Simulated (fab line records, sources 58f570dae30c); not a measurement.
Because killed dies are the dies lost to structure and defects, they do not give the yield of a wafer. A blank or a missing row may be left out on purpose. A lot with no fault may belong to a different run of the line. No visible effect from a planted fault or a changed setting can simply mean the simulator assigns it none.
fab line records -- flow berkeley-cmos170
record: lots: 15, wafers: 45, last-day: 12
route steps=331 shown SPACER@172 PSD@184 NSD@188 BACKSIDE@202
lots that met no fault: from a run of the same line without faults
start-h: the number of hours between the record's first day and the start of the first shown wafer of the lot -- wait-h: hours since the lot's step before -- " the same as in the row above -- L1.1+2: several wafers, shown together as one row -- - no value, or no start was given -- * or withheld: withheld -- < > ~ a bound
route shown NAME@n: NAME is a module with steps in the file, n the number in the route of the first one -- usual: mean and standard deviation over wafers with no fault -- same: alike in all rows -- chamber/n: place in a boat -- sites: per-site readings -- _std_site: the standard deviation of these -- _edge_site: the outer-site mean with the inner-site mean subtracted -- radius-mm: for every site, how far away it sits from the centre of the wafer -- mask NAME#n: copy n -- behind: the last tool/chamber to shape the wafer -- hold: the reason the lot was held/the length of the hold in hours/how it ended -- device: the n, p or np transistor that did not switch -- end of line: tests run on the same wafers once the route is complete -- a step without rows: its recipe alone -- killed: count of dies lost to structure and defects at first sort (not the wafer's yield) -- map: per-die view of a wafer (x killed, . not killed, _ where there is no die)
set.NAME: the run value of the setting; set.NAME@STEP: its run value at that earlier step -- model.NAME: the simulator's own value behind a step, which no gauge read
route steps across a sampled set of lots; one table per step, one row per wafer
services: a tool's chamber out of use, with start hour (start-h, from the record's first day; less than 0 if before it), hours out, and reason
== steps ==
step: UCB170_SPACER_THK_MEAS_01
recipe: reads: SiO2_of_SPACER_CVD_00
usual: SPACER_TEOS_THK: 376/6
lot.wafer,tool,chamber,start-h,wait-h,SPACER_TEOS_THK[nm]
L271.2,film-metro-03,-,144.17,0.0,379
L271.4,film-metro-03,-,144.17,0.0,390
L271.6,film-metro-03,-,144.17,0.0,385
L276.2,film-metro-03,-,163.43,0.0,369
L276.3,film-metro-03,-,163.43,0.0,377
L276.4,film-metro-03,-,163.43,0.0,366
L275.1,film-metro-01,-,163.60,0.0,368
L275.3,film-metro-01,-,163.60,0.0,366
L275.5,film-metro-01,-,163.60,0.0,374
L279.1,film-metro-04,-,170.60,0.0,371
L279.3,film-metro-04,-,170.60,0.0,374
L279.4,film-metro-04,-,170.60,0.0,376
L280.2,film-metro-03,-,171.02,0.0,377
L280.3,film-metro-03,-,171.02,0.0,369
L280.4,film-metro-03,-,171.02,0.0,384
L278.2,film-metro-01,-,171.24,0.0,368
L278.4,film-metro-01,-,171.24,0.0,381
L278.5,film-metro-01,-,171.24,0.0,383
L277.2,film-metro-04,-,171.30,0.0,378
L277.5,film-metro-04,-,171.30,0.0,378
L277.6,film-metro-04,-,171.30,0.0,379
L281.1,film-metro-03,-,183.39,0.0,374
L281.2,film-metro-03,-,183.39,0.0,369
L281.3,film-metro-03,-,183.39,0.0,366
L283.2,film-metro-04,-,183.83,0.0,365
L283.3,film-metro-04,-,183.83,0.0,370
L283.4,film-metro-04,-,183.83,0.0,376
L286.3,film-metro-04,-,207.20,0.0,369
L286.5,film-metro-04,-,207.20,0.0,376
L286.6,film-metro-04,-,207.20,0.0,368
L289.3,film-metro-01,-,224.99,0.0,377
L289.4,film-metro-01,-,224.99,0.0,378
L289.6,film-metro-01,-,224.99,0.0,386
L290.2,film-metro-03,-,225.74,0.0,363
L290.4,film-metro-03,-,225.74,0.0,374
L290.6,film-metro-03,-,225.74,0.0,373
L292.2,film-metro-04,-,225.74,0.0,373
L292.5,film-metro-04,-,225.74,0.0,376
L292.6,film-metro-04,-,225.74,0.0,384
L293.2,film-metro-04,-,236.31,0.0,370
L293.3,film-metro-04,-,236.31,0.0,370
L293.5,film-metro-04,-,236.31,0.0,375
L294.1,film-metro-03,-,243.44,0.0,372
L294.2,film-metro-03,-,243.44,0.0,379
L294.6,film-metro-03,-,243.44,0.0,379
step: UCB170_PSD_STRIP_09
recipe: chemistry: O2, power-w: 400, pressure-mtorr: 3500, platen-temp-c: withheld, o2-flow-sccm: 400, overash-fraction: 0.5
usual: drypump-motor-current-A: 5.6/0.47, oes-product-au: 0.598/0.0042, strip-time-to-endpoint-s: 29.60/0.083
lot.wafer,tool,chamber,start-h,wait-h,drypump-motor-current-A,oes-product-au,rf-hours-counter-h,strip-time-to-endpoint-s
L271.2,plasma-asher-02,1,148.56,0.1,5.9,0.594,4,29.49
L271.4,plasma-asher-02,1,148.56,0.1,5.9,0.596,-,29.61
L271.6,plasma-asher-02,1,148.56,0.1,6.0,0.602,-,29.60
L276.2,plasma-asher-03,1,167.69,0.1,5.1,0.601,38,29.56
L276.3,plasma-asher-03,0,167.69,0.1,5.3,0.595,-,29.56
L276.4,plasma-asher-03,1,167.69,0.1,5.1,0.600,-,29.58
L275.1,plasma-asher-04,0,167.93,0.1,6.1,0.598,49,29.65
L275.3,plasma-asher-04,0,167.93,0.1,6.1,0.599,-,29.67
L275.5,plasma-asher-04,1,167.93,0.1,5.8,0.604,-,29.54
L279.1,plasma-asher-03,1,176.41,0.1,5.1,0.598,39,29.50
L279.3,plasma-asher-03,0,176.41,0.1,5.2,0.596,-,29.44
L279.4,plasma-asher-03,1,176.41,0.1,5.1,0.601,-,29.45
L280.2,plasma-asher-04,0,176.55,0.1,6.1,0.602,50,29.52
L280.3,plasma-asher-04,1,176.55,0.1,5.8,0.600,-,29.58
L280.4,plasma-asher-04,0,176.55,0.1,6.1,0.593,-,29.51
L278.2,plasma-asher-02,0,176.69,0.1,4.8,0.601,7,29.62
L278.4,plasma-asher-02,1,176.69,0.1,6.0,0.598,-,29.59
L278.5,plasma-asher-02,0,176.69,0.1,4.8,0.597,-,29.61
L277.2,plasma-asher-03,0,176.85,0.1,5.3,0.595,40,29.57
L277.5,plasma-asher-03,1,176.85,0.1,5.1,0.591,-,29.63
L277.6,plasma-asher-03,0,176.85,0.1,5.3,0.603,-,29.54
L281.1,plasma-asher-04,0,190.22,0.1,6.1,0.595,52,29.67
L281.2,plasma-asher-04,1,190.22,0.1,5.8,0.596,52,29.67
L281.3,plasma-asher-04,1,190.22,0.1,5.8,0.602,-,29.66
L283.2,plasma-asher-02,1,190.34,0.1,5.9,0.602,9,29.56
L283.3,plasma-asher-02,0,190.34,0.1,4.8,0.596,-,29.71
L283.4,plasma-asher-02,1,190.34,0.1,5.9,0.598,-,29.58
L286.3,plasma-asher-04,1,215.31,0.1,5.8,0.603,-,29.57
L286.5,plasma-asher-04,0,215.31,0.1,6.2,0.605,-,29.56
L286.6,plasma-asher-04,1,215.31,0.1,5.8,0.599,-,29.50
L289.3,plasma-asher-03,1,229.64,0.1,5.1,0.596,-,29.72
L289.4,plasma-asher-03,0,229.64,0.1,5.3,0.598,-,29.73
L289.6,plasma-asher-03,1,229.64,0.1,5.1,0.592,-,29.73
L290.2,plasma-asher-04,1,230.15,0.1,5.8,0.598,56,29.69
L290.4,plasma-asher-04,1,230.15,0.1,5.8,0.597,-,29.60
L290.6,plasma-asher-04,0,230.15,0.1,6.2,0.596,-,29.62
L292.2,plasma-asher-03,1,230.38,0.1,5.1,0.592,46,29.69
L292.5,plasma-asher-03,0,230.38,0.1,5.3,0.603,-,29.71
L292.6,plasma-asher-03,1,230.38,0.1,5.1,0.597,-,29.74
L293.2,plasma-asher-04,0,243.35,0.1,6.1,0.601,58,29.52
L293.3,plasma-asher-04,1,243.35,0.1,5.8,0.591,-,29.43
L293.5,plasma-asher-04,0,243.35,0.1,6.1,0.599,-,29.41
L294.1,plasma-asher-04,1,250.61,0.1,5.8,0.597,59,29.71
L294.2,plasma-asher-04,0,250.61,0.1,6.1,0.601,59,29.58
L294.6,plasma-asher-04,1,250.61,0.1,5.8,0.593,-,29.66
step: UCB170_NSD_COAT_01
recipe: resist: KrF, spin-rpm: 1500, resist-thk-nm: 900
usual: chill-plate-temp-C: 22.98/0.12, dispense-pressure-kPa: 52/4.1
lot.wafer,tool,chamber,start-h,wait-h,chill-plate-temp-C,dispense-pressure-kPa
L271.2,litho-track-03,0,151.36,0.1,22.66,50
L271.4,litho-track-03,0,151.36,0.1,22.91,50
L271.6,litho-track-03,0,151.36,0.1,22.56,50
L276.2,litho-track-03,0,169.01,0.1,23.15,50
L276.3,litho-track-03,0,169.01,0.1,22.88,50
L276.4,litho-track-03,0,169.01,0.1,23.27,50
L275.1,litho-track-01,0,169.40,0.1,22.84,56
L275.3,litho-track-01,0,169.40,0.1,22.84,56
L275.5,litho-track-01,0,169.40,0.1,22.78,56
L279.1,litho-track-01,0,177.25,0.1,22.87,56
L279.3,litho-track-01,0,177.25,0.1,22.85,56
L279.4,litho-track-01,0,177.25,0.1,22.89,56
L280.2,litho-track-03,0,177.42,0.1,23.06,50
L280.3,litho-track-03,0,177.42,0.1,22.86,50
L280.4,litho-track-03,0,177.42,0.1,22.98,50
L278.2,litho-track-01,0,177.72,0.1,23.12,56
L278.4,litho-track-01,0,177.72,0.1,23.01,56
L278.5,litho-track-01,0,177.72,0.1,23.15,56
L277.2,litho-track-03,0,177.87,0.1,23.01,50
L277.5,litho-track-03,0,177.87,0.1,22.95,50
L277.6,litho-track-03,0,177.87,0.1,22.99,50
L281.1,litho-track-01,0,190.97,0.1,23.17,56
L281.2,litho-track-01,0,190.97,0.1,22.82,56
L281.3,litho-track-01,0,190.97,0.1,22.89,56
L283.2,litho-track-02,0,191.09,0.1,23.13,43
L283.3,litho-track-02,0,191.09,0.1,23.19,43
L283.4,litho-track-02,0,191.09,0.1,23.24,43
L286.3,litho-track-03,-,216.12,0.1,-,-
L286.5,litho-track-03,-,216.12,0.1,-,-
L286.6,litho-track-03,-,216.12,0.1,-,-
L290.2,litho-track-02,-,233.56,0.1,-,-
L290.4,litho-track-02,-,233.56,0.1,-,-
L290.6,litho-track-02,-,233.56,0.1,-,-
L289.3,litho-track-03,-,233.58,0.1,-,-
L289.4,litho-track-03,-,233.58,0.1,-,-
L289.6,litho-track-03,-,233.58,0.1,-,-
L292.2,litho-track-03,0,234.01,0.1,23.08,50
L292.5,litho-track-03,0,234.01,0.1,22.83,50
L292.6,litho-track-03,0,234.01,0.1,23.00,50
L293.2,litho-track-01,0,244.26,0.1,22.93,56
L293.3,litho-track-01,0,244.26,0.1,22.83,56
L293.5,litho-track-01,0,244.26,0.1,23.11,56
L294.1,litho-track-03,0,251.11,0.1,22.99,50
L294.2,litho-track-03,0,251.11,0.1,23.04,50
L294.6,litho-track-03,0,251.11,0.1,22.95,50
step: UCB170_NSD_CD_MEAS_06
recipe: target-cd-nm: 1200
usual: cd-nm: 1199.8/1.6
lot.wafer,tool,chamber,start-h,wait-h,cd-nm
L271.2,cd-sem-02,-,152.93,-,1198.8
L271.4,cd-sem-02,-,152.93,-,1198.6
L271.6,cd-sem-02,-,152.93,-,1198.8
L276.2,cd-sem-02,-,169.90,-,1198.2
L276.3,cd-sem-02,-,169.90,-,1199.3
L276.4,cd-sem-02,-,169.90,-,1199.7
L275.1,cd-sem-02,-,170.16,-,1198.4
L275.3,cd-sem-02,-,170.16,-,1197.3
L275.5,cd-sem-02,-,170.16,-,1198.4
L279.1,cd-sem-01,-,178.27,-,1199.2
L279.3,cd-sem-01,-,178.27,-,1200.1
L279.4,cd-sem-01,-,178.27,-,1198.9
L280.2,cd-sem-01,-,178.44,-,1199.8
L280.3,cd-sem-01,-,178.44,-,1201.2
L280.4,cd-sem-01,-,178.44,-,1199.9
L278.2,cd-sem-01,-,178.95,-,1201.6
L278.4,cd-sem-01,-,178.95,-,1201.8
L278.5,cd-sem-01,-,178.95,-,1201.6
L277.2,cd-sem-02,-,179.02,-,1200.0
L277.5,cd-sem-02,-,179.02,-,1200.5
L277.6,cd-sem-02,-,179.02,-,1201.4
L281.1,cd-sem-01,-,191.91,-,1198.4
L281.2,cd-sem-01,-,191.91,-,1199.3
L281.3,cd-sem-01,-,191.91,-,1197.8
L283.2,cd-sem-02,-,192.02,-,1197.1
L283.3,cd-sem-02,-,192.02,-,1197.1
L283.4,cd-sem-02,-,192.02,-,1198.4
L286.3,cd-sem-01,-,216.96,-,-
L286.5,cd-sem-01,-,216.96,-,-
L286.6,cd-sem-01,-,216.96,-,-
L289.3,cd-sem-01,-,234.60,-,-
L289.4,cd-sem-01,-,234.60,-,-
L289.6,cd-sem-01,-,234.60,-,-
L290.2,cd-sem-01,-,234.85,-,-
L290.4,cd-sem-01,-,234.85,-,-
L290.6,cd-sem-01,-,234.85,-,-
L292.2,cd-sem-02,-,235.13,-,1197.4
L292.5,cd-sem-02,-,235.13,-,1197.8
L292.6,cd-sem-02,-,235.13,-,1197.1
L293.2,cd-sem-01,-,245.24,-,1201.2
L293.3,cd-sem-01,-,245.24,-,1201.3
L293.5,cd-sem-01,-,245.24,-,1202.6
L294.1,cd-sem-01,-,251.92,-,1199.9
L294.2,cd-sem-01,-,251.92,-,1199.8
L294.6,cd-sem-01,-,251.92,-,1200.3
step: UCB170_BACKSIDE_STRIP_03
recipe: chemistry: O2, power-w: 400, pressure-mtorr: 3500, platen-temp-c: withheld, o2-flow-sccm: 400, overash-fraction: 0.5
usual: drypump-motor-current-A: 5.6/0.5, oes-product-au: 0.735/0.0043, strip-time-to-endpoint-s: 21.97/0.053
lot.wafer,tool,chamber,start-h,wait-h,drypump-motor-current-A,oes-product-au,rf-hours-counter-h,strip-time-to-endpoint-s
L271.2,plasma-asher-04,0,154.71,0.1,6.1,0.732,47,21.99
L271.4,plasma-asher-04,0,154.71,0.1,6.1,0.739,-,21.98
L271.6,plasma-asher-04,1,154.71,0.1,5.7,0.730,-,21.98
L276.2,plasma-asher-02,1,171.21,0.1,6.0,0.744,6,21.96
L276.3,plasma-asher-02,1,171.21,0.1,5.9,0.731,-,21.94
L276.4,plasma-asher-02,0,171.21,0.1,4.8,0.729,-,21.91
L275.1,plasma-asher-02,1,171.66,0.1,5.9,0.738,6,21.98
L275.3,plasma-asher-02,0,171.66,0.1,4.8,0.736,-,22.00
L275.5,plasma-asher-02,0,171.66,0.1,4.8,0.733,-,21.95
L279.1,plasma-asher-01,0,179.96,0.1,5.5,0.738,43,21.97
L279.3,plasma-asher-01,0,179.96,0.1,5.5,0.733,-,21.99
L279.4,plasma-asher-01,1,179.96,0.1,5.9,0.734,-,21.98
L280.2,plasma-asher-02,0,180.22,0.1,4.8,0.731,8,21.97
L280.3,plasma-asher-02,0,180.22,0.1,4.8,0.734,-,21.94
L280.4,plasma-asher-02,1,180.22,0.1,6.0,0.735,-,21.92
L278.2,plasma-asher-02,1,180.69,0.1,5.9,0.733,8,22.06
L278.4,plasma-asher-02,1,180.69,0.1,5.9,0.743,-,22.05
L278.5,plasma-asher-02,0,180.69,0.1,4.8,0.728,-,22.03
L277.2,plasma-asher-01,1,180.72,0.1,5.9,0.736,44,22.01
L277.5,plasma-asher-01,1,180.72,0.1,5.9,0.739,-,21.93
L277.6,plasma-asher-01,0,180.72,0.1,5.5,0.733,-,21.95
L281.1,plasma-asher-01,0,193.02,0.1,5.5,0.730,45,22.01
L281.2,plasma-asher-01,1,193.02,0.1,5.9,0.734,45,22.00
L281.3,plasma-asher-01,0,193.02,0.1,5.5,0.736,-,22.01
L283.2,plasma-asher-02,0,193.13,0.1,4.8,0.732,9,21.98
L283.3,plasma-asher-02,0,193.13,0.1,4.8,0.739,-,21.91
L283.4,plasma-asher-02,1,193.13,0.1,5.9,0.733,-,21.92
L286.3,plasma-asher-04,0,218.43,0.1,6.1,0.735,-,22.01
L286.5,plasma-asher-04,1,218.43,0.1,5.8,0.732,-,22.06
L286.6,plasma-asher-04,0,218.43,0.1,6.1,0.735,-,22.01
L289.3,plasma-asher-02,1,235.94,0.1,5.9,0.732,-,21.93
L289.4,plasma-asher-02,0,235.94,0.1,4.8,0.733,-,21.87
L289.6,plasma-asher-02,0,235.94,0.1,4.8,0.741,-,21.95
L290.2,plasma-asher-04,1,236.28,0.1,5.7,0.738,57,21.96
L290.4,plasma-asher-04,0,236.28,0.1,6.1,0.728,-,21.94
L290.6,plasma-asher-04,0,236.28,0.1,6.1,0.731,-,21.94
L292.2,plasma-asher-04,0,236.65,0.1,6.1,0.743,57,21.99
L292.5,plasma-asher-04,1,236.65,0.1,5.8,0.728,-,22.01
L292.6,plasma-asher-04,0,236.65,0.1,6.1,0.738,-,21.95
L293.2,plasma-asher-02,0,247.17,0.1,4.8,0.732,15,21.98
L293.3,plasma-asher-02,0,247.17,0.1,4.8,0.726,-,21.98
L293.5,plasma-asher-02,0,247.17,0.1,4.8,0.734,-,21.95
L294.1,plasma-asher-02,0,253.52,0.1,4.8,0.739,16,21.99
L294.2,plasma-asher-02,1,253.52,0.1,6.0,0.737,16,21.94
L294.6,plasma-asher-02,0,253.52,0.1,4.8,0.730,-,21.90
== services ==
tool,chamber,start-h,hours,kind
plasma-asher-01,-,138.32,4.1,repair
plasma-asher-04,-,141.74,1.0,repair
plasma-asher-01,-,232.08,2.8,repair
== key ==
first-sign: step: UCB170_NSD_COAT_01, reading: tool-record, direction: missing
effect: step: UCB170_NSD_CD_MEAS_06, reading: cd-nm, direction: missing
met-at UCB170_NSD_COAT_01
struck-lots L286,L289,L290
sort-left-out L286.3,L286.5,L286.6,L289.3,L289.4,L289.6,L290.2,L290.4,L290.6
tester-left-out L286,L289,L290
not-acting-at UCB170_SPACER_THK_MEAS_01,UCB170_PSD_STRIP_09,UCB170_BACKSIDE_STRIP_03
onset-between 191.09 216.12
fault: kind: skipped-step-whole, tool: litho-track-02,litho-track-03, chamber: -, onset-h: 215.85, steps: UCB170_NSD_COAT_01, scope: struck-lots-only
tester-left-out: of these lots the tester's yield and bins aren't shown, on N5 and GAA mostly nor the transistor test; their killed dies are dies lost to structure and defects alone, not to doping, threshold or leakage, so they don't give the yield
sort-left-out: the simulated sort isn't trusted on such a fault, so these wafers' sort isn't shown, and their yield isn't known
